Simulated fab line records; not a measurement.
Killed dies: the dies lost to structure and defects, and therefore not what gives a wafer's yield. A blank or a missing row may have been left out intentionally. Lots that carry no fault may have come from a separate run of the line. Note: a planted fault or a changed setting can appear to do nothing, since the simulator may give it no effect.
Check of tool commonality    flow rit cmos    Lots sampled 15, wafers sampled 54

== REASON FOR OPENING ==
RIT_ACTIVE_THK_MEAS_02, reading ACTIVE_OXIDE_THK: flagged on 3 of 15 lots. Wafers without a fault read 47.2 nm, standard deviation 0.84.
Rule: flag the lot when none of its wafers has a number, or when each of its wafers that has one lies beyond 4 standard deviations from that mean. As for the other lots, they are considered sound.

lot   measured     on             ACTIVE_OXIDE_THK (nm), wafer by wafer  flag
L653  day 1 12:03  film metro-04  48.4 47.7 47.6                         
L654  day 1 17:03  film metro-03  46.4 47.3 47.0                         
L655  day 1 22:03  film metro-01  48.2 48.2 47.6                         
L656  day 2 03:14  film metro-04  45.3 46.3 45.9                         
L657  day 2 08:03  film metro-01  46.9 46.9 46.9                         
L659  day 2 18:04  film metro-03  47.0 47.1 47.5                         
L660  day 2 23:03  film metro-04  47.8 48.5 48.1                         
L661  day 3 04:03  film metro-03  47.2 46.9 47.8                         
L662  day 3 09:04  film metro-04  48.3 48.4 48.0                         
L665  day 4 00:05  film metro-03  47.7 47.3 47.5                         
L666  day 4 05:05  film metro-01  52.9 53.1 52.5 53.0 53.1 52.5          FLAGGED
L667  day 4 10:03  film metro-03  53.7 54.1 53.4 53.7 54.1 53.4          FLAGGED
L668  day 4 15:04  film metro-04  53.1 52.9 53.3 53.1 52.9 53.3          FLAGGED
L669  day 4 20:04  film metro-04  47.3 46.5 46.1                         
L675  day 6 02:03  film metro-04  47.2 46.4 47.0                         
The numbers of the flagged lots are 53.2 nm on average: +6.0 nm against the usual, or +7 standard deviations.

== EACH LOT AND THE TOOL IT RAN ON ==
The record holds 1 process step before the reading, out of a route of 202 steps. Every cell lists first the tool, next ch and the chambers used by the sampled wafers, and last the start.
lot   flag     RIT_ACTIVE_OXIDATION_01
L653           furnace-02 ch 0, day 1 10:07
L654           furnace-04 ch 0, day 1 15:07
L655           furnace-04 ch 0, day 1 20:07
L656           furnace-02 ch 0, day 2 01:18
L657           furnace-02 ch 0, day 2 06:07
L659           furnace-04 ch 0, day 2 16:07
L660           furnace-03 ch 0, day 2 21:07
L661           furnace-02 ch 0, day 3 02:07
L662           furnace-03 ch 0, day 3 07:07
L665           furnace-04 ch 0, day 3 22:07
L666  FLAGGED  furnace-04 ch 0, day 4 03:07
L667  FLAGGED  furnace-04 ch 0, day 4 08:07
L668  FLAGGED  furnace-04 ch 0, day 4 13:07
L669           furnace-02 ch 0, day 4 18:07
L675           furnace-02 ch 0, day 6 00:07
What the steps here do:
- RIT_ACTIVE_OXIDATION_01: target thk 46.8 nm, ox time 3360 s.
- RIT_ACTIVE_THK_MEAS_02

== FLAGGED OVER TOTAL, TOOL BY TOOL (the gauges that took the reading come last) ==
step                     tool           lots run  flagged  share of the flagged lots  sound lots run after its first flagged lot
RIT_ACTIVE_OXIDATION_01  furnace-02     6         0        none                       -
RIT_ACTIVE_OXIDATION_01  furnace-03     2         0        none                       -
RIT_ACTIVE_OXIDATION_01  furnace-04     7         3        all                        0
RIT_ACTIVE_THK_MEAS_02   film metro-01  3         1        some                       0
RIT_ACTIVE_THK_MEAS_02   film metro-03  5         1        some                       0
RIT_ACTIVE_THK_MEAS_02   film metro-04  7         1        some                       2 (L669,L675)

== WHAT THE TABLE ALLOWS ==
1 row of the table ran every flagged lot: furnace-04 at RIT_ACTIVE_OXIDATION_01.
- furnace-04 at RIT_ACTIVE_OXIDATION_01 ran 7 lots, 3 of them flagged. A fault beginning between L665 (day 3 22:07), its last sound lot, and L666 (day 4 03:07), its first flagged one, fits the data. Its own readings (spike tc centre C, spike tc load C, spike tc source C, tube center temp C, tube_center_temp_C_max) fall more than 4 standard deviations out on all wafers of the flagged lots.
What remains is a single tool, furnace-04 at RIT_ACTIVE_OXIDATION_01.

== WHAT THE SIMULATOR HAD INSERTED ==
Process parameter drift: furnace-04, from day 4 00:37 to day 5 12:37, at RIT_ACTIVE_OXIDATION_01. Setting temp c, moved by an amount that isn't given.
Lots struck among those shown: L666, L667, L668. The same result came from the rule above.
